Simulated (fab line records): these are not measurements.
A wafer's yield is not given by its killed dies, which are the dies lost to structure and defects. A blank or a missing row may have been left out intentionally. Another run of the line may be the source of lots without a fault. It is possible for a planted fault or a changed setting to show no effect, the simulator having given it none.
Matching of chambers | flow berkeleyCmos170 | 3 sister chambers for UCB170_FIELD_WET_ETCH_04 on wetBench-02
The step etches SiO2 in dHF, time 60 s. 6 wafers are shown with their chamber, then 8 later ones without.

== WAFERS, EACH WITH ITS CHAMBER ==
wafer  | chamber | runLengthS (s)
L405.5 | 0       | 86
L405.6 | 0       | 86
L407.6 | 2       | 86
L406.5 | 1       | 86
L406.6 | 1       | 86
L410.1 | 2       | 92

== WAFERS WITH NO CHAMBER GIVEN ==
wafer  | runLengthS (s)
L410.4 | 92
L410.5 | 92
L411.1 | 93
L411.2 | 93
L411.4 | 93
L412.2 | 86
L412.4 | 86
L412.6 | 86

== CHAMBER TAKEN BY EACH ==
wafer  | from the rows above          | in truth
L410.4 | can't be placed: 2 or 0 or 1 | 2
L410.5 | can't be placed: 2 or 0 or 1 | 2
L411.1 | can't be placed: 2 or 0 or 1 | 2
L411.2 | can't be placed: 2 or 0 or 1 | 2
L411.4 | can't be placed: 2 or 0 or 1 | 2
L412.2 | can't be placed: 0 or 1 or 2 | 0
L412.4 | can't be placed: 0 or 1 or 2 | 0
L412.6 | can't be placed: 0 or 1 or 2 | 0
Correctly placed: 0 of 8. Not placeable from these rows: 8 (in 8, the candidates include the true chamber). Placed wrongly: 0.
How it was worked out, from the rows above alone: a wafer's distance from a chamber is the root of the sum, over the readings, of the square of ((its reading less the chamber's mean) divided by the reading's scatter). The wafer belongs to the nearest chamber; if the next one is less than 2 further off, it can't be placed. The mean given for a chamber averages the wafers shown for that chamber. How the scatter is found: for the shown wafers, subtract from each reading the mean of its chamber, square and add these, divide the total by (wafers less chambers), then take the root.
